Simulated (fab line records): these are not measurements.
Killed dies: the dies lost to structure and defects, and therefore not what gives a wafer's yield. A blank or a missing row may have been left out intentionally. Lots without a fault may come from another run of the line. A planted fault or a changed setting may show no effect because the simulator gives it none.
Commonality check across tools	flow berkeley-cmos170	11 lots and 33 wafers in the sample

== THE REASON FOR OPENING IT ==
2 of 11 lots carry a flag on the reading NWELL_NITRIDE_THK at UCB170_NWELL_THK_MEAS_05. No-fault wafers: 223.1 nm, standard deviation 2.2.
Rule: flag the lot when none of its wafers has a number, or when each of its wafers that has one lies beyond 4 standard deviations from that mean. The rest of the lots are taken to be sound.

lot	measured	on	NWELL_NITRIDE_THK (nm), wafer by wafer	flag
L370	day 2 13:31	film-metro-03	227.8 228.2 228.2	
L371	day 2 17:56	film-metro-02	224.8 223.2 225.2	
L372	day 3 03:05	film-metro-04	223.2 225.3 225.3	
L373	day 3 03:05	film-metro-03	219.7 219.2 220.4	
L374	day 3 06:30	film-metro-02	226.0 223.9 225.2	
L375	day 3 13:24	film-metro-02	223.2 225.7 225.4	
L382	day 5 05:10	film-metro-04	191.0 190.8 191.0	FLAGGED
L383	day 5 05:10	film-metro-02	189.6 187.9 190.2	FLAGGED
L386	day 5 19:53	film-metro-04	223.5 222.9 223.1	
L389	day 6 09:44	film-metro-02	224.1 220.9 221.5	
L391	day 6 21:05	film-metro-02	224.8 222.9 224.5	
Average over the flagged lots: 190.1 nm; offset from the usual -33.0 nm, equal to -15 standard deviations.

== LOT BY LOT: THE TOOL USED ==
Before the reading, the record contains 2 process steps out of a 331-step route. Each cell gives the tool, then ch followed by the chambers the sampled wafers passed through, then the start.
lot	flag	UCB170_ZERO_ETCH_06	UCB170_NWELL_CVD_04
L370		rie-diel-03 ch 0,1,2, day 2 04:32	lpcvd-02 ch 0, day 2 11:32
L371		rie-diel-01 ch 1,2,3, day 2 04:54	lpcvd-02 ch 0, day 2 16:01
L372		rie-diel-01 ch 0,2, day 2 11:50	lpcvd-02 ch 1, day 3 01:09
L373		rie-diel-04 ch 0,2,3, day 2 11:36	lpcvd-02 ch 1, day 3 01:09
L374		rie-diel-03 ch 0,2,3, day 2 18:22	lpcvd-02 ch 0, day 3 04:33
L375		rie-diel-01 ch 0,3, day 3 00:58	lpcvd-01 ch 1, day 3 10:29
L382	FLAGGED	rie-diel-03 ch 0,1,2, day 4 18:28	lpcvd-01 ch 0, day 5 03:14
L383	FLAGGED	rie-diel-01 ch 0,2,3, day 4 18:43	lpcvd-01 ch 1, day 5 03:14
L386		rie-diel-03 ch 0,1,3, day 5 05:01	lpcvd-02 ch 0, day 5 15:32
L389		rie-diel-03 ch 0,1,2, day 5 22:16	lpcvd-02 ch 1, day 6 07:49
L391		rie-diel-04 ch 0,2,3, day 6 06:46	lpcvd-02 ch 1, day 6 19:08
What the steps here do:
- UCB170_ZERO_ETCH_06: etches SiO2 in CHF3/CF4/Ar, time 12 s.
- UCB170_NWELL_CVD_04: deposits Si3N4 from SiH2Cl2/NH3, target thk 224 nm, time 3360 s.
- UCB170_NWELL_THK_MEAS_05

== FLAGGED OVER TOTAL, TOOL BY TOOL (the gauges that took the reading come last) ==
step	tool	lots run	flagged	share of the flagged lots	sound lots run after its first flagged lot
UCB170_ZERO_ETCH_06	rie-diel-01	4	1	some	0
UCB170_ZERO_ETCH_06	rie-diel-03	5	1	some	2 (L386,L389)
UCB170_ZERO_ETCH_06	rie-diel-04	2	0	none	-
UCB170_NWELL_CVD_04	lpcvd-01	3	2	all	0
UCB170_NWELL_CVD_04	lpcvd-02	8	0	none	-
UCB170_NWELL_THK_MEAS_05	film-metro-02	6	1	some	2 (L389,L391)
UCB170_NWELL_THK_MEAS_05	film-metro-03	2	0	none	-
UCB170_NWELL_THK_MEAS_05	film-metro-04	3	1	some	1 (L386)

== WHAT THE TABLE PERMITS ==
Rows of the table that ran each flagged lot: 1, that is lpcvd-01 at UCB170_NWELL_CVD_04.
- lpcvd-01 at UCB170_NWELL_CVD_04 ran 3 lots, 2 of them flagged. Its last sound lot is L375 (day 3 10:29), its first flagged lot L382 (day 5 03:14): a fault that began between those two fits. Its own readings lie more than 4 standard deviations out on every wafer of the flagged lots: susceptor-temp-C.
lpcvd-01 at UCB170_NWELL_CVD_04 is the single tool remaining.

== WHAT WAS PUT IN BY THE SIMULATOR ==
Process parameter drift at UCB170_NWELL_CVD_04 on lpcvd-01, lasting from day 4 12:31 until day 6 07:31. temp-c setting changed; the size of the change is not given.
Lots struck among those shown: L382, L383. The same result came from the rule above.
